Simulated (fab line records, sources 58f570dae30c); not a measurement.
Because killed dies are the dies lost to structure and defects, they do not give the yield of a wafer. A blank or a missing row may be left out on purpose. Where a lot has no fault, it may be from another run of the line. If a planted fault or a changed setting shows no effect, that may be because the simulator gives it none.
The tool behind it: which one? ; flow berkeley cmos170 ; 42 wafers sampled from 14 lots at 1 step of a route of 331

## WHAT THE GAUGES SHOWED, per wafer
The record lacks any reading of a measuring or inspecting step that a usual standard deviation could be used to judge.

## EACH LOT AND THE TOOL THAT RAN IT (in order: tool; ch and the chambers of the sampled wafers; start)
lot;UCB170_CONTACT_ETCH_17
L445;rie diel-03 ch 0,3, day 6 19:19
L444;rie diel-01 ch 2,3, day 6 19:40
L447;rie diel-01 ch 1,2, day 7 14:38
L446;rie diel-02 ch 2,3, day 7 14:53
L449;rie diel-01 ch 1,3, day 8 01:23
L450;rie diel-02 ch 0,1, day 8 12:50
L451;rie diel-03 ch 1,3, day 8 13:08
L456;rie diel-01 ch 0,2, day 9 19:29
L457;rie diel-01 ch 0,1,3, day 9 20:13
L459;rie diel-01 ch 1,2,3, day 10 08:57
L458;rie diel-03 ch 1,3, day 10 10:21
L461;rie diel-02 ch 0,1,2, day 10 12:11
L462;rie diel-01 ch 1,2,3, day 11 03:06
L466;rie diel-03 ch 0,1,3, day 11 12:54
- UCB170_CONTACT_ETCH_17: etches BARC in N2/H2.

## WHAT THE TOOLS THEMSELVES READ (means of the sampled wafers that have a number; where no wafer has one, the mark that the record gives instead)
UCB170_CONTACT_ETCH_17.
lot;tool;chamber pressure mTorr (mTorr);drypump motor current A (A);oes product au (a.u.);throttle valve pct (%)
L445;rie diel-03;29.976;6.3;0.989;13.22
L444;rie diel-01;29.987;5.8;1.035;13.30
L447;rie diel-01;30.002;5.8;1.023;13.26
L446;rie diel-02;30.005;5.5;0.971;13.31
L449;rie diel-01;29.962;5.8;1.016;13.18
L450;rie diel-02;30.008;5.3;1.002;13.40
L451;rie diel-03;29.993;5.7;1.002;13.52
L456;rie diel-01;29.995;5.7;1.031;13.20
L457;rie diel-01;29.999;5.6;1.015;13.08
L459;rie diel-01;24.003;5.8;1.036;13.21
L458;rie diel-03;30.008;5.8;0.988;13.52
L461;rie diel-02;29.988;5.3;0.988;13.38
L462;rie diel-01;24.003;5.8;1.041;13.21
L466;rie diel-03;30.003;6.0;0.989;13.37

## THE ANSWER, worked out from the rows above alone
Rule: the lots themselves supply what counts as usual. The widest of any qualifying gaps counts: lots, ordered by their means at a reading, are off when they make up no more than a third of the lots, leave a main group of 4 or more, and stand apart from it by 3 or more times the standard deviation of that group's means. If all means in a main group match to the digits the tables above print for the reading, that group is not used. Also off: a lot with no number at a reading for which 4 or more lots have one. All remaining lots with rows at the step are treated as sound. Order of review: gauges by route order, followed by the tools' own readings, for which a lot's mean as printed above is used. At the first step where some lot is off, the reading lying furthest off is the one used; lots without a number count as furthest.
Off: L459, L462 (UCB170_CONTACT_ETCH_17, chamber pressure mTorr). The main group has a mean of 29.994 mTorr with a standard deviation of 0.013.
A tool fits if, at that step or a process step before it, it ran every lot that is off, and no sound lot after the first of them. One fits: rie diel-01 at UCB170_CONTACT_ETCH_17. A fault onset in the window from L457 (day 9 20:13, its last sound lot) to L459 (day 10 08:57, its first lot off) fits.
The tool's own readings at UCB170_CONTACT_ETCH_17 bear it out: on the lots that are off they differ by more than 5 times the standard deviation of the sound lots' means. chamber pressure mTorr reads 24.003 mTorr there against 29.994 mTorr on the sound lots.

## WHAT THE SIMULATOR HAD INSERTED
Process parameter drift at UCB170_CONTACT_ETCH_17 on rie diel-01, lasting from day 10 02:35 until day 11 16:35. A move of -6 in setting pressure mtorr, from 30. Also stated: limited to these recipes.
Struck lots among those shown: L459, L462. The rule given above showed the same thing.
